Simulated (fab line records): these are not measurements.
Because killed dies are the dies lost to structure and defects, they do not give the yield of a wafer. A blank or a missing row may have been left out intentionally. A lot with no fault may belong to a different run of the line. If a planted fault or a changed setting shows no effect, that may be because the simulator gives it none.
A struck lot beside a sound one :: flow berkeley-cmos170 :: 44 out of 331 route steps
Sound: wafers L531.3, L531.4, L531.5. Wafers struck: L522.1, L522.4, L522.6. At the end, the cause is stated.
At each step with rows: each side's tool, then ch and its chambers, then its first start. Under that, the readings that differ: sound wafers :: struck wafers :: difference of the means :: sigmas: that difference in standard deviations of wafers without a fault.
alike: a reading whose means differ by less than 2 such deviations, as well as words and numbers matching on both sides. not compared: withheld readings; readings where some wafer has no value; bounds like >300 that might hide an equal value; numbers whose values overlap and for which the record gives no deviation.
A row with sigmas, a row that says differs or no value, or rows on one side alone: a step with any of these is where the two part. When numbers do not overlap yet have no deviation, they are printed without sigmas and do not part them. Lack of a reading on every wafer of one side parts them only where that side has two or more wafers.

UCB170_GATE_STRIP_16: strips in O2.
  sound on plasma-asher-03 ch 0,1, day 9 20:32; struck on plasma-asher-03 ch 0,1, day 8 07:55
  alike: drypump-motor-current-A, oes-product-au
  not compared: rf-hours-counter-h
UCB170_GATE_CD_MEAS_90 targets a cd of 350 nm.
  sound: cd-sem-02 at day 9 20:38; struck: cd-sem-02 at day 8 08:01
  alike: cd-nm
then, 7 steps without rows for these wafers: UCB170_GATE_CLEAN_17 (cleans in SPM, time 600 s); UCB170_PLDD_HMDS_00 (prime time 60 s); UCB170_PLDD_COAT_01 (resist thk 900 nm); UCB170_PLDD_SOFTBAKE_02 (time 60 s); UCB170_PLDD_EXPOSE_03 (exposes mask PSELECT, target cd 1200 nm); UCB170_PLDD_PEB_04; UCB170_PLDD_DEVELOP_05 (develop time 45 s).
UCB170_PLDD_CD_MEAS_06 targets a cd of 1200 nm.
  sound: cd-sem-01 at day 9 21:56; struck: cd-sem-02 at day 8 09:16
  alike: cd-nm
UCB170_PLDD_OVL_MEAS_07:
  sound: overlay-01 at day 9 22:01; struck: overlay-02 at day 8 09:23
  alike: PLDD_OVL
next, for these wafers, 1 step has no rows: UCB170_PLDD_IMPLANT_08.
UCB170_PLDD_IMPLANT_09:
  sound on implanter-02 ch 0, day 9 22:14; struck on implanter-01 ch 0, day 8 09:54
UCB170_PLDD_STRIP_10: strips in O2.
  sound on plasma-asher-01 ch 0,1, day 9 22:23; struck on plasma-asher-03 ch 0,1, day 8 10:03
  alike: drypump-motor-current-A, oes-product-au, strip-time-to-endpoint-s
  not compared: rf-hours-counter-h
UCB170_PLDD_TW_MEAS_11:
  sound: film-metro-01 at day 9 22:28; struck: film-metro-01 at day 8 10:22
reading: PLDD_TW
sound: 992 990 988
struck: 1136 1135 1130
difference: +144
sigmas: +13
then, 7 steps without rows for these wafers: UCB170_PLDD_CLEAN_12 (cleans in SPM, time 600 s); UCB170_NLDD_HMDS_00 (prime time 60 s); UCB170_NLDD_COAT_01 (resist thk 900 nm); UCB170_NLDD_SOFTBAKE_02 (time 60 s); UCB170_NLDD_EXPOSE_03 (exposes mask NSELECT, target cd 1200 nm); UCB170_NLDD_PEB_04; UCB170_NLDD_DEVELOP_05 (develop time 45 s).
UCB170_NLDD_CD_MEAS_06 targets a cd of 1200 nm.
  sound: cd-sem-02 at day 9 23:49; struck: cd-sem-02 at day 8 15:19
  alike: cd-nm
UCB170_NLDD_OVL_MEAS_07:
  sound: overlay-02 at day 9 23:55; struck: overlay-01 at day 8 15:26
  alike: NLDD_OVL
then, 2 steps without rows for these wafers: UCB170_NLDD_IMPLANT_08; UCB170_NLDD_IMPLANT_09.
UCB170_NLDD_STRIP_10: strips in O2.
  sound on plasma-asher-04 ch 0,1, day 10 00:16; struck on plasma-asher-01 ch 1, day 8 15:46
reading: drypump-motor-current-A (A)
sound: 5.9 5.0 5.0
struck: 6.5 6.5 6.5
difference: +1.2
sigmas: +3
  alike: oes-product-au, strip-time-to-endpoint-s
  not compared: rf-hours-counter-h
UCB170_NLDD_TW_MEAS_11:
  sound: film-metro-01 at day 10 00:21; struck: film-metro-02 at day 8 15:56
  alike: NLDD_TW
then, 1 step without rows for these wafers: UCB170_NLDD_CLEAN_12 (cleans in SPM, time 600 s).
UCB170_SPACER_CVD_00: deposits SiO2 from TEOS/O2, target thk 376 nm, time 47 s.
  sound on pecvd-02 ch 1,2, day 10 00:35; struck on pecvd-01 ch 0, day 8 16:35
  alike: heater-power-w
UCB170_SPACER_THK_MEAS_01:
  sound: film-metro-03 at day 10 00:39; struck: film-metro-03 at day 8 16:43
  alike: SPACER_TEOS_THK
then, 1 step without rows for these wafers: UCB170_SPACER_ANNEAL_02 (time 1800 s).
UCB170_SPACER_ETCHBACK_03: etches SiO2 in CHF3/CF4/Ar, stops on Si, target depth 376 nm, time 100 s.
  sound on rie-diel-04 ch 0,1,2, day 10 06:47; struck on rie-diel-02 ch 0,3, day 8 19:12
  alike: drypump-motor-current-A, oes-product-au, throttle-valve-pct
  not compared: rf-hours-counter-h
then, 6 steps without rows for these wafers: UCB170_PSD_HMDS_00 (prime time 60 s); UCB170_PSD_COAT_01 (resist thk 900 nm); UCB170_PSD_SOFTBAKE_02 (time 60 s); UCB170_PSD_EXPOSE_03 (exposes mask PSELECT MOD, target cd 1200 nm); UCB170_PSD_PEB_04; UCB170_PSD_DEVELOP_05 (develop time 45 s).
UCB170_PSD_CD_MEAS_06 targets a cd of 1200 nm.
  sound: cd-sem-01 at day 10 08:13; struck: cd-sem-02 at day 8 20:22
  alike: cd-nm
UCB170_PSD_OVL_MEAS_07:
  sound: overlay-02 at day 10 08:19; struck: overlay-01 at day 8 20:32
  alike: PSD_OVL
next, for these wafers, 1 step has no rows: UCB170_PSD_IMPLANT_08.
UCB170_SDANNEAL_RS_MEAS_04: measures by four-point-probe.
  sound: film-metro-04 at day 10 12:35; struck: film-metro-01 at day 9 00:39
reading: PLDD_RS (ohm/sq)
sound: 1034 1036 1035
struck: 755 754 755
difference: -280
sigmas: -90
UCB170_M3_PROBE_99:
  the record holds rows for the sound wafers here (prober-02, day 11 12:32) but none for the struck ones

WHERE THEY PART
At UCB170_PLDD_TW_MEAS_11 first; at UCB170_M3_PROBE_99 last (within this record only).

WHY: whatever the simulator had introduced
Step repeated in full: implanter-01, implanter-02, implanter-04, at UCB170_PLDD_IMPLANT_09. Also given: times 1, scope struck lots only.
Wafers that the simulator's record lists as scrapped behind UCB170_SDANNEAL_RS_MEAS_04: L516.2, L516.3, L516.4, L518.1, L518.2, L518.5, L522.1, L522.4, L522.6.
